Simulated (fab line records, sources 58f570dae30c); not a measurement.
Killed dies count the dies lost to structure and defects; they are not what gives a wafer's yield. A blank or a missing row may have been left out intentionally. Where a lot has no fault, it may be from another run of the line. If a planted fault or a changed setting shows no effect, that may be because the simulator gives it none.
What tool caused it? || flow berkeleyCmos170 || 42 wafers from 14 lots sampled at 4 of the route's 331 steps

WHAT THE GAUGES SHOWED, per wafer
UCB170_WELLDRIVE_THK_MEAS_02.
{"lot": "L900", "measured": "day 3 08:02", "on": "filmMetro-03", "WELLDRIVE_OXIDE_THK (nm)": "196 201 196"}
{"lot": "L901", "measured": "day 3 15:41", "on": "filmMetro-04", "WELLDRIVE_OXIDE_THK (nm)": "198 195 196"}
{"lot": "L903", "measured": "day 4 06:16", "on": "filmMetro-01", "WELLDRIVE_OXIDE_THK (nm)": "190 193 195"}
{"lot": "L904", "measured": "day 4 06:17", "on": "filmMetro-04", "WELLDRIVE_OXIDE_THK (nm)": "199 197 198"}
{"lot": "L905", "measured": "day 4 12:29", "on": "filmMetro-03", "WELLDRIVE_OXIDE_THK (nm)": "193 198 193"}
{"lot": "L906", "measured": "day 4 23:50", "on": "filmMetro-04", "WELLDRIVE_OXIDE_THK (nm)": "193 189 197"}
{"lot": "L908", "measured": "day 5 04:50", "on": "filmMetro-01", "WELLDRIVE_OXIDE_THK (nm)": "198 194 193"}
{"lot": "L910", "measured": "day 5 16:26", "on": "filmMetro-03", "WELLDRIVE_OXIDE_THK (nm)": "200 203 201"}
{"lot": "L915", "measured": "day 6 15:37", "on": "filmMetro-01", "WELLDRIVE_OXIDE_THK (nm)": "197 194 196"}
{"lot": "L916", "measured": "day 6 19:40", "on": "filmMetro-01", "WELLDRIVE_OXIDE_THK (nm)": "199 197 195"}
{"lot": "L918", "measured": "day 7 06:08", "on": "filmMetro-01", "WELLDRIVE_OXIDE_THK (nm)": "202 203 199"}
{"lot": "L920", "measured": "day 7 14:31", "on": "filmMetro-01", "WELLDRIVE_OXIDE_THK (nm)": "195 198 194"}
{"lot": "L922", "measured": "day 7 20:47", "on": "filmMetro-01", "WELLDRIVE_OXIDE_THK (nm)": "198 199 200"}
{"lot": "L923", "measured": "day 8 03:05", "on": "filmMetro-03", "WELLDRIVE_OXIDE_THK (nm)": "197 197 195"}

UCB170_ACTIVE_OVL_MEAS_14.
{"lot": "L900", "measured": "day 4 03:53", "on": "overlay-01", "ACTIVE_OVL (nm)": "4 10 9"}
{"lot": "L901", "measured": "day 4 10:42", "on": "overlay-01", "ACTIVE_OVL (nm)": "8 -1 2"}
{"lot": "L903", "measured": "day 5 00:05", "on": "overlay-01", "ACTIVE_OVL (nm)": "-1 3 -3"}
{"lot": "L904", "measured": "day 4 23:51", "on": "overlay-01", "ACTIVE_OVL (nm)": "1 5 4"}
{"lot": "L905", "measured": "day 5 03:34", "on": "overlay-01", "ACTIVE_OVL (nm)": "4 -2 1"}
{"lot": "L906", "measured": "day 5 15:47", "on": "overlay-01", "ACTIVE_OVL (nm)": "-1 -3 0"}
{"lot": "L908", "measured": "day 5 21:47", "on": "overlay-02", "ACTIVE_OVL (nm)": "9 3 5"}
{"lot": "L910", "measured": "day 6 08:20", "on": "overlay-02", "ACTIVE_OVL (nm)": "8 9 7"}
{"lot": "L915", "measured": "day 7 06:45", "on": "overlay-01", "ACTIVE_OVL (nm)": "6 6 1"}
{"lot": "L916", "measured": "day 7 07:24", "on": "overlay-01", "ACTIVE_OVL (nm)": "2 9 5"}
{"lot": "L918", "measured": "day 7 20:44", "on": "overlay-01", "ACTIVE_OVL (nm)": "-4 0 8"}
{"lot": "L920", "measured": "day 8 06:19", "on": "overlay-01", "ACTIVE_OVL (nm)": "11 5 4"}
{"lot": "L922", "measured": "day 8 12:27", "on": "overlay-01", "ACTIVE_OVL (nm)": "6 7 4"}
{"lot": "L923", "measured": "day 8 19:07", "on": "overlay-02", "ACTIVE_OVL (nm)": "8 7 6"}

TOOL THAT RAN EACH LOT (tool first, then ch and the chambers of the sampled wafers, then the start)
{"lot": "L900", "UCB170_NWELL_ETCH_13": "rieDiel-04 ch 0,1,3, day 2 03:20", "UCB170_NWELL_IMPLANT_14": "implanter-02 ch 0, day 2 03:28"}
{"lot": "L901", "UCB170_NWELL_ETCH_13": "rieDiel-04 ch 0,1,2, day 2 11:27", "UCB170_NWELL_IMPLANT_14": "implanter-02 ch 0, day 2 11:35"}
{"lot": "L903", "UCB170_NWELL_ETCH_13": "rieDiel-01 ch 0,1,3, day 2 21:12", "UCB170_NWELL_IMPLANT_14": "implanter-03 ch 0, day 2 21:18"}
{"lot": "L904", "UCB170_NWELL_ETCH_13": "rieDiel-04 ch 1,2,3, day 3 03:11", "UCB170_NWELL_IMPLANT_14": "implanter-04 ch 0, day 3 03:19"}
{"lot": "L905", "UCB170_NWELL_ETCH_13": "rieDiel-01 ch 0,1,2, day 3 08:14", "UCB170_NWELL_IMPLANT_14": "implanter-04 ch 0, day 3 08:22"}
{"lot": "L906", "UCB170_NWELL_ETCH_13": "rieDiel-04 ch 0,1, day 3 15:31", "UCB170_NWELL_IMPLANT_14": "implanter-03 ch 0, day 3 15:39"}
{"lot": "L908", "UCB170_NWELL_ETCH_13": "rieDiel-04 ch 0,3, day 4 01:11", "UCB170_NWELL_IMPLANT_14": "implanter-03 ch 0, day 4 01:20"}
{"lot": "L910", "UCB170_NWELL_ETCH_13": "rieDiel-02 ch 1,2, day 4 13:20", "UCB170_NWELL_IMPLANT_14": "implanter-03 ch 0, day 4 13:28"}
{"lot": "L915", "UCB170_NWELL_ETCH_13": "rieDiel-04 ch 1,3, day 5 08:14", "UCB170_NWELL_IMPLANT_14": "implanter-04 ch 0, day 5 08:20"}
{"lot": "L916", "UCB170_NWELL_ETCH_13": "rieDiel-04 ch 0,1,3, day 5 14:31", "UCB170_NWELL_IMPLANT_14": "implanter-04 ch 0, day 5 14:39"}
{"lot": "L918", "UCB170_NWELL_ETCH_13": "rieDiel-01 ch 2,3, day 6 05:15", "UCB170_NWELL_IMPLANT_14": "implanter-02 ch 0, day 6 05:22"}
{"lot": "L920", "UCB170_NWELL_ETCH_13": "rieDiel-01 ch 2,3, day 6 09:47", "UCB170_NWELL_IMPLANT_14": "implanter-04 ch 0, day 6 09:53"}
{"lot": "L922", "UCB170_NWELL_ETCH_13": "rieDiel-02 ch 1,2,3, day 6 18:22", "UCB170_NWELL_IMPLANT_14": "implanter-02 ch 0, day 6 18:29"}
{"lot": "L923", "UCB170_NWELL_ETCH_13": "rieDiel-01 ch 0,1,2, day 7 04:33", "UCB170_NWELL_IMPLANT_14": "implanter-02 ch 0, day 7 04:40"}
- UCB170_NWELL_ETCH_13: etches Si3N4 in CH3F/Ar/O2, stops on SiO2, target depth 246.4 nm, time 154 s.
- UCB170_NWELL_IMPLANT_14

WHAT THE TOOLS THEMSELVES READ (means of the sampled wafers that have a number; where no wafer has one, the mark that the record gives instead)
UCB170_NWELL_ETCH_13.
{"lot": "L900", "tool": "rieDiel-04", "CH3F_flow_sccm (sccm)": 20.05, "O2_flow_sccm (sccm)": 6.991, "drypumpMotorCurrentA (A)": 5.5, "oesProductAu (a.u.)": 0.924, "throttleValvePct (%)": 8.03}
{"lot": "L901", "tool": "rieDiel-04", "CH3F_flow_sccm (sccm)": 19.90, "O2_flow_sccm (sccm)": 6.995, "drypumpMotorCurrentA (A)": 5.6, "oesProductAu (a.u.)": 0.933, "throttleValvePct (%)": 7.89}
{"lot": "L903", "tool": "rieDiel-01", "CH3F_flow_sccm (sccm)": 19.97, "O2_flow_sccm (sccm)": 7.016, "drypumpMotorCurrentA (A)": 5.7, "oesProductAu (a.u.)": 0.942, "throttleValvePct (%)": 8.04}
{"lot": "L904", "tool": "rieDiel-04", "CH3F_flow_sccm (sccm)": 19.99, "O2_flow_sccm (sccm)": 7.001, "drypumpMotorCurrentA (A)": 5.7, "oesProductAu (a.u.)": 0.924, "throttleValvePct (%)": 8.02}
{"lot": "L905", "tool": "rieDiel-01", "CH3F_flow_sccm (sccm)": 19.99, "O2_flow_sccm (sccm)": 6.995, "drypumpMotorCurrentA (A)": 5.3, "oesProductAu (a.u.)": 0.928, "throttleValvePct (%)": 8.11}
{"lot": "L906", "tool": "rieDiel-04", "CH3F_flow_sccm (sccm)": 19.98, "O2_flow_sccm (sccm)": 7.025, "drypumpMotorCurrentA (A)": 5.4, "oesProductAu (a.u.)": 0.948, "throttleValvePct (%)": 7.90}
{"lot": "L908", "tool": "rieDiel-04", "CH3F_flow_sccm (sccm)": 19.95, "O2_flow_sccm (sccm)": 7.017, "drypumpMotorCurrentA (A)": 5.6, "oesProductAu (a.u.)": 0.932, "throttleValvePct (%)": 8.14}
{"lot": "L910", "tool": "rieDiel-02", "CH3F_flow_sccm (sccm)": 19.98, "O2_flow_sccm (sccm)": 7.015, "drypumpMotorCurrentA (A)": 5.3, "oesProductAu (a.u.)": 0.942, "throttleValvePct (%)": 8.00}
{"lot": "L915", "tool": "rieDiel-04", "CH3F_flow_sccm (sccm)": 19.97, "O2_flow_sccm (sccm)": 7.002, "drypumpMotorCurrentA (A)": 5.6, "oesProductAu (a.u.)": 0.920, "throttleValvePct (%)": 8.15}
{"lot": "L916", "tool": "rieDiel-04", "CH3F_flow_sccm (sccm)": 20.01, "O2_flow_sccm (sccm)": 6.999, "drypumpMotorCurrentA (A)": 5.5, "oesProductAu (a.u.)": 0.933, "throttleValvePct (%)": 8.03}
{"lot": "L918", "tool": "rieDiel-01", "CH3F_flow_sccm (sccm)": 20.05, "O2_flow_sccm (sccm)": 7.026, "drypumpMotorCurrentA (A)": 5.7, "oesProductAu (a.u.)": 0.935, "throttleValvePct (%)": 8.15}
{"lot": "L920", "tool": "rieDiel-01", "CH3F_flow_sccm (sccm)": 19.97, "O2_flow_sccm (sccm)": 7.009, "drypumpMotorCurrentA (A)": 5.7, "oesProductAu (a.u.)": 0.926, "throttleValvePct (%)": 8.15}
{"lot": "L922", "tool": "rieDiel-02", "CH3F_flow_sccm (sccm)": 20.00, "O2_flow_sccm (sccm)": 7.010, "drypumpMotorCurrentA (A)": 5.5, "oesProductAu (a.u.)": 0.922, "throttleValvePct (%)": 8.01}
{"lot": "L923", "tool": "rieDiel-01", "CH3F_flow_sccm (sccm)": 20.06, "O2_flow_sccm (sccm)": 7.006, "drypumpMotorCurrentA (A)": 5.3, "oesProductAu (a.u.)": 0.928, "throttleValvePct (%)": 8.12}

UCB170_NWELL_IMPLANT_14.
{"lot": "L900", "tool": "implanter-02", "beamEnergyKeV": 150.04, "beamOnS (s)": 10.15, "doseIonsCm2": 9.9960e+12}
{"lot": "L901", "tool": "implanter-02", "beamEnergyKeV": 150.00, "beamOnS (s)": 10.11, "doseIonsCm2": 1.0007e+13}
{"lot": "L903", "tool": "implanter-03", "beamEnergyKeV": 149.98, "beamOnS (s)": 9.98, "doseIonsCm2": 9.9987e+12}
{"lot": "L904", "tool": "implanter-04", "beamEnergyKeV": 149.96, "beamOnS (s)": 9.96, "doseIonsCm2": 9.9993e+12}
{"lot": "L905", "tool": "implanter-04", "beamEnergyKeV": 150.00, "beamOnS (s)": 9.99, "doseIonsCm2": 1.0011e+13}
{"lot": "L906", "tool": "implanter-03", "beamEnergyKeV": 150.02, "beamOnS (s)": 9.93, "doseIonsCm2": 1.0012e+13}
{"lot": "L908", "tool": "implanter-03", "beamEnergyKeV": 144.77, "beamOnS (s)": 10.03, "doseIonsCm2": 9.9907e+12}
{"lot": "L910", "tool": "implanter-03", "beamEnergyKeV": 144.70, "beamOnS (s)": 9.88, "doseIonsCm2": 1.0013e+13}
{"lot": "L915", "tool": "implanter-04", "beamEnergyKeV": 150.06, "beamOnS (s)": 9.95, "doseIonsCm2": 9.9930e+12}
{"lot": "L916", "tool": "implanter-04", "beamEnergyKeV": 149.97, "beamOnS (s)": 9.92, "doseIonsCm2": 9.9997e+12}
{"lot": "L918", "tool": "implanter-02", "beamEnergyKeV": 150.02, "beamOnS (s)": 10.02, "doseIonsCm2": 1.0010e+13}
{"lot": "L920", "tool": "implanter-04", "beamEnergyKeV": 150.02, "beamOnS (s)": 10.09, "doseIonsCm2": 1.0004e+13}
{"lot": "L922", "tool": "implanter-02", "beamEnergyKeV": 149.91, "beamOnS (s)": 10.05, "doseIonsCm2": 1.0014e+13}
{"lot": "L923", "tool": "implanter-02", "beamEnergyKeV": 150.08, "beamOnS (s)": 10.06, "doseIonsCm2": 9.9893e+12}

THE ANSWER, worked out from the rows above alone
Rule: what is usual is taken from the lots themselves. The widest of any qualifying gaps counts: lots, ordered by their means at a reading, are off when they make up no more than a third of the lots, leave a main group of 4 or more, and stand apart from it by 3 or more times the standard deviation of that group's means. If all means in a main group match to the digits the tables above print for the reading, that group is not used. Also off: a lot with no number at a reading for which 4 or more lots have one. All remaining lots with rows at the step are treated as sound. The gauges are gone through in route order, then the tools' own readings, and for those a lot's mean is taken as printed above. At the first step where some lot is off, the reading lying furthest off is the one used; lots without a number count as furthest.
Off: L908, L910 (UCB170_NWELL_IMPLANT_14, beamEnergyKeV). For the main group the mean is 150.00 and the standard deviation 0.044.
A tool fits if, at that step or a process step before it, it ran every lot that is off, and no sound lot after the first of them. One fits: UCB170_NWELL_IMPLANT_14 on implanter-03. Its last sound lot is L906 (day 3 15:39), its first lot that is off L908 (day 4 01:20): a fault that began between those two fits.
The tool's own readings at UCB170_NWELL_IMPLANT_14 bear it out: on the lots that are off they differ by more than 5 times the standard deviation of the sound lots' means. beamEnergyKeV reads 144.74 there against 150.00 on the sound lots.

WHAT WAS PUT IN BY THE SIMULATOR
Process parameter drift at UCB170_NWELL_IMPLANT_14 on implanter-03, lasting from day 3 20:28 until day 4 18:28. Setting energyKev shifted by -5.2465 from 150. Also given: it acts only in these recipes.
Struck lots among those shown: L908, L910. The rule above found the same.
